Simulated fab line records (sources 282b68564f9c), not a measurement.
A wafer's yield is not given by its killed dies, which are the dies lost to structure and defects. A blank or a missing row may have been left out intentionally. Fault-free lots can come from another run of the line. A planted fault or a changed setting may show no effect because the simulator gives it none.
Code-filled problem report in 8D (eight disciplines) form || flow rit-cmos || the parts of the form that need people (team, actions taken, sign-off) are left out

1. THE ISSUE
Wafers free of any fault read 47.7 ohm/sq (standard deviation 0.82) for SILICIDE_TI_RS at RIT_SILICIDE_RS_MEAS_02, against a mean of 56.4 ohm/sq on 6 wafers of 2 lots. That is +11 standard deviations from the usual mean.
The step: measures by four-point-probe.
First observed at day 6 05:47: wafer L676.3, on film-metro-03. The record has a number at this step for 42 wafers belonging to 14 lots. By rule, "out" or "out of limits" means more than 4 standard deviations away from the usual mean. The other wafers with a number count as sound.

2. WHAT IT IS; WHAT IT IS NOT
{"question": "which readings at this step", "is": "SILICIDE_TI_RS", "is not": "-"}
{"question": "which lots", "is": "L676, L678", "is not": "L661, L662, L663, L665, L666, L667, L668, L669, L673, L681, L683, L684"}
{"question": "which wafers of those lots", "is": "all that have a number", "is not": "-"}
{"question": "read on which gauges", "is": "film-metro-02, film-metro-03", "is not": "film-metro-01"}
{"question": "when", "is": "from day 6 05:47", "is not": "up to then (27 sound wafers); but 9 sound wafers of L681, L683, L684 came after"}

3. SUSPECTS, AND WHAT RULES EACH OUT
Counting: a tool at a process step up to the reading stays a suspect if it ran every lot that is out and no sound lot after the first of them.
- ruled out: the gauge at RIT_SILICIDE_RS_MEAS_02. Those wafers that are out were read across 2 gauges (film-metro-02, film-metro-03).
- pvd-sputter-04 at RIT_SILICIDE_SPUTTER_01 (material Ti, target thk 30 nm, time 240 s): kept. It ran every lot that is out, first L676 (day 6 05:36), and no sound lot after that; its last sound lot up to then is L673 (day 5 18:07).
The count leaves pvd-sputter-04 at RIT_SILICIDE_SPUTTER_01.

4. THE CAUSE (what the simulator had put in)
Site profile drift: pvd-sputter-04, from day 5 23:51 on, at RIT_SILICIDE_SPUTTER_01. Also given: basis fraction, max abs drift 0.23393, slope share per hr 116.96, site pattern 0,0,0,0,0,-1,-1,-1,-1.
Counting left only this tool.

5. THE CHAIN OF EFFECTS, in route order
Rows list readings where the struck wafers' mean (over those with a number) sits beyond 3 standard deviations from the usual. Readings are gone through only where the record gives a usual standard deviation; hours: the median, over the lots, of the time from a lot's start at the first step in this table giving one to that lot's start at this step; sigmas: the change measured in usual standard deviations.
{"hours": 0, "step": "RIT_SILICIDE_RS_MEAS_02", "reading": "SILICIDE_TI_RS", "usual": "47.7 ohm/sq", "on struck wafers": 56.4, "change": "+8.7", "sigmas": "+11"}
{"hours": 0, "step": "RIT_SILICIDE_THK_MEAS_03", "reading": "SILICIDE_TI_THK", "usual": "30.3 nm", "on struck wafers": 27.1, "change": -3.2, "sigmas": -7.7}
Later measuring or inspecting steps at which every struck wafer that the step has a row for has a number for every such reading, and none has moved that far: RIT_CONTACT_CD_MEAS_08.

6. WHAT WOULD HAVE CAUGHT IT SOONER
6 hours passed between the start of the fault at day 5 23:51 and the first reading out of limits at a measuring or inspecting step in this record, taken at day 6 05:47.
Tool readings at RIT_SILICIDE_SPUTTER_01 with a usual standard deviation given in the record: none out on any struck wafer, hence no alarm at a limit of 4 standard deviations on them.
Among the 2 lots that are out, L678 began RIT_SILICIDE_SPUTTER_01 on pvd-sputter-04 after day 6 05:47. Holding the tool at that time would have saved it.
